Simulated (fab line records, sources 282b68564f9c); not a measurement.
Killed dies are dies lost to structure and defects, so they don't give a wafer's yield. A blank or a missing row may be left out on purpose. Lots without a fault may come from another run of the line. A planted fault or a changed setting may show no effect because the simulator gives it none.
Tool commonality check | flow rit_cmos | 14 lots, 42 wafers sampled

WHY IT WAS OPENED
At RIT_PWELL_TW_MEAS_10 the reading PWELL_TW is flagged on 2 of 14 lots. Wafers without a fault read 951, standard deviation 6.7.
Rule: a lot is flagged when every wafer of it that has a number lies more than 4 standard deviations from that mean, or none has a number. The other lots count as sound.

lot  | measured    | on            | PWELL_TW, wafer by wafer | flag
L525 | day 2 04:11 | film_metro-01 | 953 953 954              |
L526 | day 2 10:06 | film_metro-01 | 952 954 956              |
L527 | day 2 15:28 | film_metro-02 | 947 949 949              |
L528 | day 2 19:47 | film_metro-01 | 957 962 951              |
L529 | day 3 02:08 | film_metro-01 | 952 949 956              |
L530 | day 3 08:04 | film_metro-01 | 954 952 951              |
L531 | day 3 11:49 | film_metro-04 | 948 945 951              |
L533 | day 4 00:58 | film_metro-02 | 947 939 944              |
L539 | day 5 02:37 | film_metro-01 | 884 891 888              | FLAGGED
L540 | day 5 09:01 | film_metro-01 | 894 891 897              | FLAGGED
L542 | day 6 01:17 | film_metro-02 | 937 943 940              |
L545 | day 6 10:00 | film_metro-02 | 943 941 944              |
L546 | day 6 14:14 | film_metro-01 | 956 952 955              |
L547 | day 6 20:34 | film_metro-01 | 943 951 948              |
The numbers of the flagged lots are 891 on average: -60 against the usual, or -9 standard deviations.

WHICH TOOL RAN EACH LOT
The record holds 2 process steps before the reading, out of a route of 202 steps. In each cell: the tool, then ch and the chambers that the sampled wafers went through, then the start.
lot  | flag    | RIT_ACTIVE_STRIP_14                 | RIT_PWELL_IMPLANT_08
L525 |         | plasma_asher-01 ch 0,1, day 1 20:16 | implanter-02 ch 0, day 2 03:53
L526 |         | plasma_asher-01 ch 1, day 2 00:53   | implanter-04 ch 0, day 2 09:47
L527 |         | plasma_asher-01 ch 0,1, day 2 06:16 | implanter-02 ch 0, day 2 15:10
L528 |         | plasma_asher-02 ch 0,1, day 2 12:08 | implanter-04 ch 0, day 2 19:27
L529 |         | plasma_asher-02 ch 0,1, day 2 16:46 | implanter-02 ch 0, day 3 01:51
L530 |         | plasma_asher-03 ch 0,1, day 2 20:58 | implanter-02 ch 0, day 3 07:44
L531 |         | plasma_asher-01 ch 0,1, day 3 03:02 | implanter-02 ch 0, day 3 11:31
L533 |         | plasma_asher-02 ch 0, day 3 12:38   | implanter-02 ch 0, day 4 00:39
L539 | FLAGGED | plasma_asher-01 ch 0,1, day 4 17:54 | implanter-02 ch 0, day 5 02:19
L540 | FLAGGED | plasma_asher-03 ch 0,1, day 4 22:55 | implanter-02 ch 0, day 5 08:41
L542 |         | plasma_asher-02 ch 0,1, day 5 08:53 | implanter-01 ch 0, day 6 00:57
L545 |         | plasma_asher-01 ch 0,1, day 6 02:16 | implanter-04 ch 0, day 6 09:40
L546 |         | plasma_asher-02 ch 0,1, day 6 04:54 | implanter-01 ch 0, day 6 13:56
L547 |         | plasma_asher-03 ch 0,1, day 6 11:04 | implanter-04 ch 0, day 6 20:16
What these steps do:
- RIT_ACTIVE_STRIP_14: strips in O2, time 180 s.
- RIT_PWELL_IMPLANT_08
- RIT_PWELL_TW_MEAS_10

FLAGGED OVER TOTAL, TOOL BY TOOL (the gauges that took the reading come last)
step                 | tool            | lots run | flagged | share of the flagged lots | sound lots run after its first flagged lot
RIT_ACTIVE_STRIP_14  | plasma_asher-01 | 6        | 1       | some                      | 1 (L545)
RIT_ACTIVE_STRIP_14  | plasma_asher-02 | 5        | 0       | none                      | -
RIT_ACTIVE_STRIP_14  | plasma_asher-03 | 3        | 1       | some                      | 1 (L547)
RIT_PWELL_IMPLANT_08 | implanter-01    | 2        | 0       | none                      | -
RIT_PWELL_IMPLANT_08 | implanter-02    | 8        | 2       | all                       | 0
RIT_PWELL_IMPLANT_08 | implanter-04    | 4        | 0       | none                      | -
RIT_PWELL_TW_MEAS_10 | film_metro-01   | 9        | 2       | all                       | 2 (L546,L547)
RIT_PWELL_TW_MEAS_10 | film_metro-02   | 4        | 0       | none                      | -
RIT_PWELL_TW_MEAS_10 | film_metro-04   | 1        | 0       | none                      | -

WHAT THE TABLE ALLOWS
2 rows of the table ran every flagged lot: implanter-02 at RIT_PWELL_IMPLANT_08, film_metro-01 at RIT_PWELL_TW_MEAS_10.
- implanter-02 at RIT_PWELL_IMPLANT_08: 2 of its 8 lots flagged. Its last sound lot is L533 (day 4 00:39), its first flagged lot L539 (day 5 02:19): a fault that began between those two fits. Its own readings lie more than 4 standard deviations out on every wafer of the flagged lots: dose_ions_cm2, faraday_current_uA.
- film_metro-01 at RIT_PWELL_TW_MEAS_10: 2 of its 9 lots flagged. Sound lots ran on it after the first flagged one (L546, L547), which a lasting fault on the whole tool wouldn't allow.
One tool is left: implanter-02 at RIT_PWELL_IMPLANT_08.

WHAT THE SIMULATOR HAD PUT IN
Process parameter drift: implanter-02, from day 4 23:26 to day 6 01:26, at RIT_PWELL_IMPLANT_08. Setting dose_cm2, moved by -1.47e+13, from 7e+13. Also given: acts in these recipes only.
Lots struck among those shown: L539, L540. The rule above found the same.
